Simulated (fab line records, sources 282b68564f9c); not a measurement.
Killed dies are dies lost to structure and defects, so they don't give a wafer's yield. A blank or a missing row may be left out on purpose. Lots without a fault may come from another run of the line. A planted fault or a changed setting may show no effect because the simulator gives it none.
One fault seen from 2 desks | flow rit_cmos | each desk has only its own numbers; what lay behind them comes last

THE METROLOGY DESK
What the gauges read, lot by lot, whatever tool the lot ran on: means of the sampled wafers that have a number. A lot is out of limits, marked OUT, if its mean lies more than 4 standard deviations from the usual mean; the brackets give that distance.
Columns: A = ACTIVE_NITRIDE_THK at RIT_ACTIVE_THK_MEAS_04, usual 149.9 nm
lot  | first seen here | A
L132 | day 1 13:44     | 149.6
L133 | day 1 18:42     | 149.9
L134 | day 1 23:33     | 152.7
L135 | day 2 04:32     | 148.5
L136 | day 2 09:32     | 150.9
L137 | day 2 16:39     | 150.0
L139 | day 3 02:16     | 150.6
L140 | day 3 08:16     | 151.9
L141 | day 3 11:31     | 147.9
L142 | day 3 16:50     | 133.1 (-11) OUT
L145 | day 4 08:34     | 135.3 (-9.7) OUT
L146 | day 4 12:14     | 148.6
L154 | day 6 04:34     | 150.5
This desk's finding: out of limits on L142, L145; first on L142, day 3 16:50 (ACTIVE_NITRIDE_THK at RIT_ACTIVE_THK_MEAS_04). In limits: L132, L133, L134, L135, L136, L137, L139, L140, L141, L146, L154.

THE TOOL OWNER'S DESK: lpcvd-01
The tool's own readings at RIT_ACTIVE_CVD_03 (deposits Si3N4 from SiH2Cl2/NH3, target thk 150 nm, time 1500 s): means of the sampled wafers that have a number, for each lot that ran on this tool. A lot is out of limits, marked OUT, if its mean lies more than 4 standard deviations from the usual mean; the brackets give that distance.
Columns: A = zone_power_load_pct at RIT_ACTIVE_CVD_03, usual 22.2 %
lot  | first seen here | A
L132 | day 1 12:17     | 22.1
L133 | day 1 17:16     | 22.4
L134 | day 1 22:07     | 25.3
L135 | day 2 03:07     | 25.4
L137 | day 2 14:31     | 22.2
L139 | day 3 00:50     | 25.1
L142 | day 3 15:24     | 25.2
L145 | day 4 07:09     | 22.4
This desk's finding: nothing out of limits on any of the 8 lots.

PUT TOGETHER
The metrology desk could have raised an alarm at day 3 16:50, on L142, L145.
The tool owner's desk saw nothing out of limits.
The tool owner's desk has L142, L145 on record, within its limits.
Of the lots named, all ran RIT_ACTIVE_CVD_03 on lpcvd-01.

WHAT THE SIMULATOR HAD PUT IN
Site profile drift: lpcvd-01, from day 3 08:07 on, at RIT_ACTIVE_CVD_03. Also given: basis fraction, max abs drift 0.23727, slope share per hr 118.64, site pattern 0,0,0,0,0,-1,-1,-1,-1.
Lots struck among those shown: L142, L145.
Hours from the fault's start to each desk's first reading out of limits: the metrology desk, 9.
